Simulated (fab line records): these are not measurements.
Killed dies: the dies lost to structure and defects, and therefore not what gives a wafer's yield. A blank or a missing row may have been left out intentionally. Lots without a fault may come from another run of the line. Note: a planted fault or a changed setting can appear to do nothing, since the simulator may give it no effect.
fab line records | flow rit_cmos
[record] lots = 14 wafers = 42 last_day = 7
route steps=202 shown ACTIVE@16 PRETRO@72 GATE@96 M1@202
lots that met no fault: from a run of the same line without faults
start_h: hours from the record's opening day to when the first of the lot's shown wafers began | wait_h: hours from the lot's prior step to this one | " repeats the value in the row above | L1.1+2: one row covering several wafers at once | - value missing, or start not given | * or withheld: withheld | < > ~ a bound
route shown NAME@n: a module of which the file shows steps, and the number in the route of the first | usual: average and standard deviation across the fault-free wafers | same: alike in all rows | chamber/n: place in a boat | sites: readings site by site | _std_site: the standard deviation of these | _edge_site: the outer-site mean with the inner-site mean subtracted | radius_mm: for every site, how far away it sits from the centre of the wafer | mask NAME#n: copy n | behind: the tool/chamber that last shaped the wafer | hold: cause of the lot's hold/its duration in hours/its outcome | device: the n, p or np transistor that did not switch | end of line: tests of these same wafers at the route's end | a step without rows: its recipe alone | killed: count of dies lost to structure and defects at first sort (not the wafer's yield) | map: a wafer's dies, marking killed ones x, the rest . and places with no die _
set.NAME: the setting as run; set.NAME@STEP: as run at that earlier step | model.NAME: the simulator's own value behind a step, which no gauge read
a sample of lots followed through the steps of the route, with each step as a table and each wafer as a row
services: a tool's chamber out of use, with start hour (start_h, from the record's first day; less than 0 if before it), hours out, and reason
[[steps]]
[step RIT_ACTIVE_CD_MEAS_90]
[recipe] target_cd_nm = 1400
[usual] cd_nm = 1400.0/2.3
// columns lot.wafer tool chamber start_h wait_h cd_nm
L603.3 cd_sem-01 - 15.28 0.1 1400.6
L603.4 " - " " 1401.3
L603.6 " - " " 1403.0
L604.2 cd_sem-02 - 20.63 0.1 1398.8
L604.3 " - " " 1401.7
L604.6 " - " " 1399.8
L605.1 cd_sem-02 - 26.50 0.1 1399.6
L605.4 " - " " 1398.5
L605.6 " - " " 1398.3
L606.2 cd_sem-01 - 30.28 0.1 1399.1
L606.4 " - " " 1397.3
L606.6 " - " " 1399.5
L607.4 cd_sem-02 - 40.05 0.1 1400.3
L607.5 " - " " 1400.5
L607.6 " - " " 1398.9
L609.1 cd_sem-01 - 45.88 0.1 1399.3
L609.4 " - " " 1402.6
L609.6 " - " " 1397.7
L611.2 cd_sem-01 - 55.04 0.1 1397.6
L611.3 " - " " 1400.1
L611.4 " - " " 1399.5
L612.1 cd_sem-01 - 65.61 0.1 1401.1
L612.2 " - " " 1400.7
L612.5 " - " " 1399.4
L614.1 cd_sem-02 - 71.56 0.1 1399.3
L614.2 " - " " 1397.1
L614.3 " - " " 1397.3
L619.1 cd_sem-02 - 95.17 0.1 1397.2
L619.2 " - " " 1397.1
L619.5 " - " " 1397.4
L620.2 cd_sem-02 - 100.82 0.1 1402.4
L620.4 " - " " 1400.2
L620.5 " - " " 1402.4
L622.2 cd_sem-02 - 110.53 0.1 1402.8
L622.3 " - " " 1402.7
L622.6 " - " " 1401.6
L623.1 cd_sem-02 - 115.61 0.1 1400.9
L623.2 " - " " 1401.3
L623.3 " - " " 1400.2
L626.1 cd_sem-02 - 132.50 0.1 1396.5
L626.3 " - " " 1397.7
L626.6 " - " " 1399.6
[step RIT_PRETRO_IMPLANT_08]
[recipe] species = B energy_kev = 45 dose_cm2 = 1.2e+13 tilt_deg = 6.798
[usual] beam_energy_keV = 45.001/0.013 dose_ions_cm2 = 1.2001e+13/1.2e+10 faraday_current_uA = 38.0/0.83
// columns lot.wafer tool chamber start_h wait_h beam_energy_keV dose_ions_cm2 faraday_current_uA
L603.3 implanter-04 0 31.68 0.2 45.000 1.2011e+13 36.9
L603.4 " 0 " " 45.001 1.201e+13 39.2
L603.6 " 0 " " 45.000 1.2017e+13 37.8
L604.2 implanter-01 0 38.23 0.2 45.023 1.2003e+13 39.1
L604.3 " 0 " " 44.974 1.2012e+13 37.6
L604.6 " 0 " " 44.978 1.199e+13 39.1
L605.1 implanter-04 0 44.96 0.2 44.976 1.1998e+13 37.6
L605.4 " 0 " " 44.983 1.202e+13 37.1
L605.6 " 0 " " 44.989 1.2022e+13 37.5
L606.2 implanter-01 0 50.26 0.2 44.973 1.2005e+13 38.8
L606.4 " 0 " " 44.985 1.1981e+13 39.4
L606.6 " 0 " " 45.008 1.1999e+13 37.8
L607.4 implanter-04 0 56.24 0.2 44.998 1.2001e+13 38.5
L607.5 " 0 " " 45.007 1.2004e+13 38.6
L607.6 " 0 " " 45.002 1.1999e+13 38.9
L609.1 implanter-04 0 63.93 0.2 45.003 1.2011e+13 38.5
L609.4 " 0 " " 45.016 1.202e+13 36.6
L609.6 " 0 " " 45.000 1.2011e+13 38.5
L611.2 implanter-03 0 77.22 0.2 44.971 1.2006e+13 37.8
L611.3 " 0 " " 44.995 1.2007e+13 38.6
L611.4 " 0 " " 45.003 1.2004e+13 37.8
L612.1 implanter-03 0 82.97 0.2 45.003 1.198e+13 37.9
L612.2 " 0 " " 45.000 1.1994e+13 38.0
L612.5 " 0 " " 44.971 1.1986e+13 37.6
L614.1 implanter-04 0 90.26 0.2 45.021 1.2008e+13 38.6
L614.2 " 0 " " 44.980 1.2009e+13 37.0
L614.3 " 0 " " 45.001 1.1988e+13 38.6
L619.1 implanter-03 0 113.51 0.2 44.999 1.0577e+13 34.2
L619.2 " 0 " " 44.995 1.0543e+13 33.3
L619.5 " 0 " " 44.999 1.0558e+13 33.6
L620.2 implanter-03 0 116.73 0.2 44.995 1.0553e+13 33.1
L620.4 " 0 " " 45.006 1.0566e+13 32.3
L620.5 " 0 " " 45.007 1.0552e+13 33.5
L622.2 implanter-01 0 127.88 0.2 45.004 1.2003e+13 37.6
L622.3 " 0 " " 44.980 1.1982e+13 37.8
L622.6 " 0 " " 45.014 1.1999e+13 38.0
L623.1 implanter-01 0 134.24 0.2 44.984 1.1991e+13 37.4
L623.2 " 0 " " 44.980 1.1977e+13 39.6
L623.3 " 0 " " 44.992 1.1985e+13 38.9
L626.1 implanter-01 0 149.04 0.2 45.004 1.1993e+13 37.6
L626.3 " 0 " " 45.002 1.1992e+13 38.9
L626.6 " 0 " " 45.000 1.2008e+13 37.5
[step RIT_PRETRO_STRIP_09]
[recipe] chemistry = O2 time_s = 180 resist = NOVOLAK platen_temp_c = withheld power_w = 500 pressure_mtorr = 4000 o2_flow_sccm = 4000
[usual] drypump_motor_current_A = 5.84/0.17
// columns lot.wafer tool chamber start_h wait_h drypump_motor_current_A rf_hours_counter_h
L603.3 plasma_asher-02 1 31.84 0.1 5.84 -
L603.4 " 0 " " 5.71 -
L603.6 " 0 " " 5.74 -
L604.2 plasma_asher-01 1 38.35 0.1 5.68 39
L604.3 " 1 " " 5.63 -
L604.6 " 1 " " 5.67 -
L605.1 plasma_asher-03 0 45.11 0.1 5.68 39
L605.4 " 1 " " 6.06 -
L605.6 " 1 " " 6.05 -
L606.2 plasma_asher-01 0 50.39 0.1 6.11 40
L606.4 " 1 " " 5.68 -
L606.6 " 0 " " 6.10 -
L607.4 plasma_asher-02 0 56.38 0.1 5.71 -
L607.5 " 1 " " 5.86 -
L607.6 " 0 " " 5.72 -
L609.1 plasma_asher-03 1 64.08 0.1 6.01 41
L609.4 " 1 " " 6.03 -
L609.6 " 0 " " 5.66 -
L611.2 plasma_asher-02 0 77.34 0.1 5.70 44
L611.3 " 1 " " 5.87 -
L611.4 " 0 " " 5.70 -
L612.1 plasma_asher-02 0 83.12 0.1 5.72 44
L612.2 " 1 " " 5.87 44
L612.5 " 1 " " 5.84 -
L614.1 plasma_asher-02 1 90.41 0.1 5.87 45
L614.2 " 0 " " 5.72 45
L614.3 " 1 " " 5.88 -
L619.1 plasma_asher-02 1 113.66 0.1 5.85 48
L619.2 " 0 " " 5.74 48
L619.5 " 1 " " 5.86 -
L620.2 plasma_asher-02 0 116.86 0.1 5.73 48
L620.4 " 1 " " 5.88 -
L620.5 " 1 " " 5.87 -
L622.2 plasma_asher-03 1 128.00 0.1 6.04 48
L622.3 " 0 " " 5.70 -
L622.6 " 0 " " 5.71 -
L623.1 plasma_asher-01 0 134.39 0.1 6.13 1
L623.2 " 1 " " 5.62 1
L623.3 " 1 " " 5.64 -
L626.1 plasma_asher-01 0 149.19 0.1 6.12 3
L626.3 " 0 " " 6.11 -
L626.6 " 0 " " 6.13 -
[step RIT_PRETRO_TW_MEAS_10]
[usual] PRETRO_TW = 470/5.2
// columns lot.wafer tool chamber start_h wait_h PRETRO_TW
L603.3 film_metro-04 - 31.98 0.1 475
L603.4 " - " " 477
L603.6 " - " " 478
L604.2 film_metro-04 - 38.54 0.1 476
L604.3 " - " " 479
L604.6 " - " " 477
L605.1 film_metro-01 - 45.28 0.1 465
L605.4 " - " " 463
L605.6 " - " " 465
L606.2 film_metro-03 - 50.57 0.1 471
L606.4 " - " " 470
L606.6 " - " " 468
L607.4 film_metro-04 - 56.52 0.1 476
L607.5 " - " " 475
L607.6 " - " " 480
L609.1 film_metro-04 - 64.25 0.1 476
L609.4 " - " " 474
L609.6 " - " " 477
L611.2 film_metro-01 - 77.53 0.1 467
L611.3 " - " " 465
L611.4 " - " " 466
L612.1 film_metro-01 - 83.29 0.1 464
L612.2 " - " " 465
L612.5 " - " " 466
L614.1 film_metro-01 - 90.58 0.1 466
L614.2 " - " " 467
L614.3 " - " " 467
L619.1 film_metro-04 - 113.84 0.1 460
L619.2 " - " " 460
L619.5 " - " " 458
L620.2 film_metro-03 - 117.04 0.1 451
L620.4 " - " " 448
L620.5 " - " " 448
L622.2 film_metro-01 - 128.19 0.1 465
L622.3 " - " " 465
L622.6 " - " " 466
L623.1 film_metro-01 - 134.57 0.1 466
L623.2 " - " " 468
L623.3 " - " " 464
L626.1 film_metro-04 - 149.36 0.1 474
L626.3 " - " " 475
L626.6 " - " " 477
[step RIT_GATE_STRIP_20]
[recipe] chemistry = O2 time_s = 180 resist = NOVOLAK platen_temp_c = withheld power_w = 500 pressure_mtorr = 4000 o2_flow_sccm = 4000
[usual] drypump_motor_current_A = 5.71/0.29
// columns lot.wafer tool chamber start_h wait_h drypump_motor_current_A rf_hours_counter_h
L603.3 plasma_asher-04 0 40.01 0.1 5.02 -
L603.4 " 1 " " 5.53 -
L603.6 " 0 " " 5.02 -
L604.2 plasma_asher-01 0 44.69 0.1 6.10 39
L604.3 " 1 " " 5.59 -
L604.6 " 1 " " 5.61 -
L605.1 plasma_asher-04 1 51.72 0.1 5.52 25
L605.4 " 1 " " 5.56 -
L605.6 " 1 " " 5.55 -
L606.2 plasma_asher-01 0 57.90 0.1 6.12 41
L606.4 " 0 " " 6.11 -
L606.6 " 1 " " 5.67 -
L607.4 plasma_asher-02 0 68.30 0.1 5.70 -
L607.5 " 1 " " 5.88 -
L607.6 " 0 " " 5.74 -
L609.1 plasma_asher-02 1 69.48 0.1 5.84 43
L609.4 " 0 " " 5.71 -
L609.6 " 1 " " 5.86 -
L611.2 plasma_asher-01 0 82.79 0.1 6.09 43
L611.3 " 0 " " 6.09 -
L611.4 " 1 " " 5.61 -
L612.1 plasma_asher-01 0 90.12 0.1 6.11 44
L612.2 " 1 " " 5.61 44
L612.5 " 1 " " 5.59 -
L614.1 plasma_asher-01 1 97.17 0.1 5.62 45
L614.2 " 0 " " 6.08 45
L614.3 " 0 " " 6.10 -
L619.1 plasma_asher-02 1 118.72 0.1 5.87 49
L619.2 " 0 " " 5.74 49
L619.5 " 1 " " 5.87 -
L620.2 plasma_asher-02 1 123.34 0.1 5.89 49
L620.4 " 0 " " 5.74 -
L620.5 " 1 " " 5.87 -
L622.2 plasma_asher-02 1 136.07 0.1 5.83 50
L622.3 " 1 " " 5.85 -
L622.6 " 1 " " 5.83 -
L623.1 plasma_asher-02 1 141.12 0.1 5.87 51
L623.2 " 0 " " 5.70 51
L623.3 " 1 " " 5.88 -
L626.1 plasma_asher-01 0 154.54 0.1 6.13 4
L626.3 " 1 " " 5.59 -
L626.6 " 1 " " 5.63 -
[step RIT_M1_PROBE_99]
[usual] killed_at_M0_to_M3 = 0.0/0.12 killed_at_contacts = 0.1/0.31 killed_at_front_end = 8/3.1 killed_dies = 8/3.2 killed_open = 3.9/2.2 killed_short = 3.8/2.1
[same] gross_dies = 264 killed_at_M4_up = 0 killed_at_back_side = 0 killed_at_other = 0
// columns lot.wafer tool chamber start_h wait_h killed_at_M0_to_M3 killed_at_contacts killed_at_front_end killed_dies killed_open killed_short
L603.3 prober-02 - 62.40 0.2 0 0 12 12 5 7
L603.4 prober-02 - 62.45 0.2 0 0 12 12 5 7
L603.6 prober-02 - 62.55 0.2 0 0 8 8 6 2
L604.2 prober-01 - 66.54 0.1 0 0 4 4 4 0
L604.3 prober-01 - 66.59 0.2 0 0 2 2 0 2
L604.6 prober-01 - 66.74 0.2 0 0 7 7 3 4
L605.1 prober-02 - 73.42 0.1 0 0 12 12 7 5
L605.4 prober-02 - 73.57 0.2 0 0 8 8 4 4
L605.6 prober-02 - 73.67 0.2 0 0 7 7 1 6
L606.2 prober-01 - 80.81 0.1 0 0 6 6 5 1
L606.4 prober-01 - 80.91 0.2 0 0 4 4 1 3
L606.6 prober-01 - 81.01 0.2 0 0 8 8 4 4
L607.4 prober-01 - 90.68 0.2 0 0 7 7 5 2
L607.5 prober-01 - 90.73 0.2 0 0 7 7 4 3
L607.6 prober-01 - 90.78 0.2 0 0 9 9 3 6
L609.1 prober-02 - 92.29 0.1 0 0 11 11 6 5
L609.4 prober-02 - 92.44 0.2 0 1 13 14 5 9
L609.6 prober-02 - 92.54 0.2 0 0 3 3 1 2
L611.2 prober-02 - 108.64 0.1 0 0 8 8 8 0
L611.3 prober-02 - 108.69 0.2 0 0 9 9 4 5
L611.4 prober-02 - 108.74 0.2 0 1 13 14 10 4
L612.1 prober-01 - 110.64 0.1 0 0 8 8 7 1
L612.2 prober-01 - 110.69 0.1 0 0 6 6 1 5
L612.5 prober-01 - 110.84 0.2 0 1 13 14 5 9
L614.1 prober-01 - 117.52 0.1 0 0 10 10 5 5
L614.2 prober-01 - 117.57 0.1 0 0 6 6 3 3
L614.3 prober-01 - 117.62 0.2 0 0 6 6 4 2
L619.1 prober-02 - 139.04 0.1 0 0 11 11 5 6
L619.2 prober-02 - 139.09 0.1 1 0 4 5 2 3
L619.5 prober-02 - 139.24 0.2 0 0 10 10 4 6
L620.2 prober-01 - 144.98 0.1 0 0 12 12 7 5
L620.4 prober-01 - 145.08 0.2 0 0 6 6 3 3
L620.5 prober-01 - 145.13 0.2 0 0 10 10 4 6
L622.2 prober-01 - 157.03 0.1 0 0 9 9 6 3
L622.3 prober-01 - 157.08 0.2 0 1 9 10 5 5
L622.6 prober-01 - 157.23 0.2 0 0 6 6 6 0
L623.1 prober-02 - 162.32 0.1 0 0 7 7 2 5
L623.2 prober-02 - 162.37 0.1 0 0 4 4 1 3
L623.3 prober-02 - 162.42 0.2 0 1 6 7 2 5
L626.1 prober-01 - 175.37 0.1 0 0 7 7 2 5
L626.3 prober-01 - 175.47 0.2 0 0 7 7 4 3
L626.6 prober-01 - 175.62 0.2 0 0 7 7 3 4
// killed by level:class
L603.3 GATE:geometric_particle:short=3 SILICIDE:geometric_particle:open=2 FOX1:geometric_particle:open=1 FOX2:geometric_particle:short=1 GATE:geometric_particle:open=1 REOX:geometric_particle:open=1 REOX:geometric_particle:short=1 SPACER:geometric_particle:short=1
L603.4 GATE:geometric_particle:open=3 GATE:geometric_particle:short=2 FOX1:geometric_particle:short=1 FOX2:geometric_particle:short=1 REOX:geometric_particle:short=1 SPACER:geometric_particle:short=1 SPACER:geometric_particle:open=1 SILICIDE:geometric_particle:open=1
L603.6 FOX2:geometric_particle:short=2 FOX2:geometric_particle:open=2 GATE:geometric_particle:open=2 REOX:geometric_particle:open=2
L604.2 SILICIDE:geometric_particle:open=2 FOX1:geometric_particle:open=1 SPACER:geometric_particle:open=1
L604.3 SPACER:geometric_particle:short=2
L604.6 FOX1:geometric_particle:short=1 FOX1:geometric_particle:open=1 GATE:geometric_particle:open=1 GATE:geometric_particle:short=1 REOX:geometric_particle:short=1 REOX:geometric_particle:open=1 SILICIDE:geometric_particle:short=1
L605.1 FOX1:geometric_particle:open=2 GATE:geometric_particle:open=2 REOX:geometric_particle:short=2 FOX1:geometric_particle:short=1 FOX2:geometric_particle:open=1 FOX2:geometric_particle:short=1 GATE:geometric_particle:short=1 REOX:geometric_particle:open=1
L605.4 SPACER:geometric_particle:short=3 SPACER:geometric_particle:open=2 FOX1:geometric_particle:short=1 FOX1:geometric_particle:open=1 REOX:geometric_particle:open=1
L605.6 REOX:geometric_particle:short=2 SPACER:geometric_particle:short=2 FOX1:geometric_particle:short=1 GATE:geometric_particle:short=1 GATE:geometric_particle:open=1
L606.2 FOX1:geometric_particle:open=2 GATE:geometric_particle:open=2 GATE:geometric_particle:short=1 REOX:geometric_particle:open=1
L606.4 GATE:geometric_particle:short=3 STARTING-WAFER:geometric_particle:open=1
L606.6 REOX:geometric_particle:short=3 SPACER:geometric_particle:open=2 FOX1:geometric_particle:open=1 REOX:geometric_particle:open=1 SPACER:geometric_particle:short=1
L607.4 GATE:geometric_particle:open=2 REOX:geometric_particle:open=2 FOX2:geometric_particle:open=1 SPACER:geometric_particle:short=1 SILICIDE:geometric_particle:short=1
L607.5 GATE:geometric_particle:open=3 FOX2:geometric_particle:open=1 FOX2:geometric_particle:short=1 GATE:geometric_particle:short=1 SPACER:geometric_particle:short=1
L607.6 GATE:geometric_particle:open=2 REOX:geometric_particle:short=2 SPACER:geometric_particle:short=2 FOX2:geometric_particle:short=1 SPACER:geometric_particle:open=1 SILICIDE:geometric_particle:short=1
L609.1 GATE:geometric_particle:short=3 SILICIDE:geometric_particle:open=2 FOX1:geometric_particle:open=1 FOX2:geometric_particle:open=1 GATE:geometric_particle:open=1 REOX:geometric_particle:short=1 REOX:geometric_particle:open=1 SILICIDE:geometric_particle:short=1
L609.4 SPACER:geometric_particle:short=3 GATE:geometric_particle:short=2 SILICIDE:geometric_particle:short=2 FOX1:geometric_particle:open=1 FOX2:geometric_particle:short=1 REOX:geometric_particle:short=1 REOX:geometric_particle:open=1 SPACER:geometric_particle:open=1
L609.6 FOX2:geometric_particle:short=1 GATE:geometric_particle:open=1 SPACER:geometric_particle:short=1
L611.2 FOX1:geometric_particle:open=3 GATE:geometric_particle:open=3 SILICIDE:geometric_particle:open=2
L611.3 SILICIDE:geometric_particle:short=3 GATE:geometric_particle:open=2 FOX1:geometric_particle:short=1 FOX2:geometric_particle:open=1 GATE:geometric_particle:short=1 REOX:geometric_particle:open=1
L611.4 GATE:geometric_particle:open=6 GATE:geometric_particle:short=2 REOX:geometric_particle:short=2 REOX:geometric_particle:open=1 SPACER:geometric_particle:open=1 SILICIDE:geometric_particle:open=1 CONTACT:geometric_particle:open=1
L612.1 GATE:geometric_particle:open=5 GATE:geometric_particle:short=1 REOX:geometric_particle:open=1 SPACER:geometric_particle:open=1
L612.2 GATE:geometric_particle:short=2 REOX:geometric_particle:short=1 REOX:geometric_particle:open=1 SPACER:geometric_particle:short=1 SILICIDE:geometric_particle:short=1
L612.5 GATE:geometric_particle:short=4 REOX:geometric_particle:open=3 GATE:geometric_particle:open=2 FOX1:geometric_particle:short=1 REOX:geometric_particle:short=1 SPACER:geometric_particle:short=1 SILICIDE:geometric_particle:short=1 CONTACT:geometric_particle:short=1
L614.1 GATE:geometric_particle:open=3 FOX1:geometric_particle:short=1 FOX1:geometric_particle:open=1 FOX2:geometric_particle:short=1 GATE:geometric_particle:short=1 REOX:geometric_particle:short=1 SPACER:geometric_particle:open=1 SPACER:geometric_particle:short=1
L614.2 FOX2:geometric_particle:short=1 GATE:geometric_particle:open=1 REOX:geometric_particle:open=1 SPACER:geometric_particle:short=1 SPACER:geometric_particle:open=1 SILICIDE:geometric_particle:short=1
L614.3 GATE:geometric_particle:open=2 SILICIDE:geometric_particle:open=2 GATE:geometric_particle:short=1 SILICIDE:geometric_particle:short=1
L619.1 SILICIDE:geometric_particle:short=3 FOX1:geometric_particle:open=2 GATE:geometric_particle:short=2 GATE:geometric_particle:open=2 FOX1:geometric_particle:short=1 FOX2:geometric_particle:open=1
L619.2 FOX2:geometric_particle:short=1 GATE:geometric_particle:short=1 GATE:geometric_particle:open=1 SILICIDE:geometric_particle:open=1 M1:geometric_particle:short=1
L619.5 GATE:geometric_particle:short=3 FOX1:geometric_particle:short=2 FOX1:geometric_particle:open=2 GATE:geometric_particle:open=2 SILICIDE:geometric_particle:short=1
L620.2 GATE:geometric_particle:open=4 FOX1:geometric_particle:short=2 FOX2:geometric_particle:open=2 GATE:geometric_particle:short=2 FOX2:geometric_particle:short=1 SILICIDE:geometric_particle:open=1
L620.4 GATE:geometric_particle:open=3 FOX2:geometric_particle:short=2 GATE:geometric_particle:short=1
L620.5 GATE:geometric_particle:short=5 REOX:geometric_particle:open=2 FOX2:geometric_particle:short=1 GATE:geometric_particle:open=1 SILICIDE:geometric_particle:open=1
L622.2 FOX2:geometric_particle:open=2 FOX1:geometric_particle:open=1 GATE:geometric_particle:short=1 GATE:geometric_particle:open=1 SPACER:geometric_particle:short=1 SPACER:geometric_particle:open=1 SILICIDE:geometric_particle:open=1 SILICIDE:geometric_particle:short=1
L622.3 SPACER:geometric_particle:open=3 SPACER:geometric_particle:short=3 FOX1:geometric_particle:open=1 FOX2:geometric_particle:short=1 GATE:geometric_particle:open=1 CONTACT:geometric_particle:short=1
L622.6 FOX1:geometric_particle:open=4 GATE:geometric_particle:open=1 SPACER:geometric_particle:open=1
L623.1 GATE:geometric_particle:short=2 FOX1:geometric_particle:open=1 GATE:geometric_particle:open=1 REOX:geometric_particle:short=1 SPACER:geometric_particle:short=1 SILICIDE:geometric_particle:short=1
L623.2 FOX1:geometric_particle:short=2 GATE:geometric_particle:open=1 GATE:geometric_particle:short=1
L623.3 GATE:geometric_particle:open=2 GATE:geometric_particle:short=2 SPACER:geometric_particle:short=1 SILICIDE:geometric_particle:short=1 CONTACT:geometric_particle:short=1
L626.1 GATE:geometric_particle:short=2 REOX:geometric_particle:short=2 FOX2:geometric_particle:open=1 SPACER:geometric_particle:short=1 SILICIDE:geometric_particle:open=1
L626.3 FOX1:geometric_particle:short=1 FOX1:geometric_particle:open=1 GATE:geometric_particle:short=1 GATE:geometric_particle:open=1 REOX:geometric_particle:short=1 REOX:geometric_particle:open=1 SPACER:geometric_particle:open=1
L626.6 GATE:geometric_particle:short=2 FOX2:geometric_particle:open=1 FOX2:geometric_particle:short=1 GATE:geometric_particle:open=1 REOX:geometric_particle:short=1 REOX:geometric_particle:open=1
[[services]]
// columns tool chamber start_h hours kind
implanter-04 - 35.09 3.4 repair
plasma_asher-01 - 55.06 1.2 repair
implanter-03 - 57.50 1.7 repair
implanter-04 - 64.76 1.3 repair
implanter-03 - 65.47 4.7 pm
implanter-04 - 69.34 5.4 repair
implanter-03 - 70.16 3.2 pm
plasma_asher-02 - 72.75 2.8 pm
implanter-01 - 82.18 4.4 pm
implanter-03 - 84.58 10.2 repair
implanter-04 - 94.46 5.6 pm
plasma_asher-01 - 108.90 9.0 pm
plasma_asher-01 0 108.90 9.0 vent_cycle
plasma_asher-01 1 108.90 9.0 vent_cycle
plasma_asher-01 0 117.90 - clean
plasma_asher-01 1 117.90 - clean
implanter-04 - 123.43 2.4 repair
plasma_asher-04 - 132.08 5.2 repair
[[key]]
[first_sign] step = RIT_PRETRO_IMPLANT_08 reading = dose_ions_cm2 direction = down sigmas = 99+ usual = 1.2001e+13 struck = 1.0558e+13
[effect] step = RIT_PRETRO_IMPLANT_08 reading = faraday_current_uA direction = down sigmas = 5.6 usual = 38.0 struck = 33.3
[effect] step = RIT_PRETRO_TW_MEAS_10 reading = PRETRO_TW direction = down sigmas = 3 usual = 470 struck = 454
met_at RIT_PRETRO_IMPLANT_08
struck_lots L619,L620
tester_left_out L619,L620
not_acting_at RIT_ACTIVE_CD_MEAS_90,RIT_PRETRO_STRIP_09,RIT_GATE_STRIP_20
onset_between 82.97 113.51
[fault] kind = process_parameter_drift tool = implanter-03 chamber = - onset_h = 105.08 steps = RIT_PRETRO_IMPLANT_08 channel = dose_cm2 offset = -1.44e+12 shape = step end_h = 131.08 acts_in = these_recipes_only stated = 1.2e+13
// tester_left_out: of these lots the tester's yield and bins aren't shown, on N5 and GAA mostly nor the transistor test; their killed dies are dies lost to structure and defects alone, not to doping, threshold or leakage, so they don't give the yield
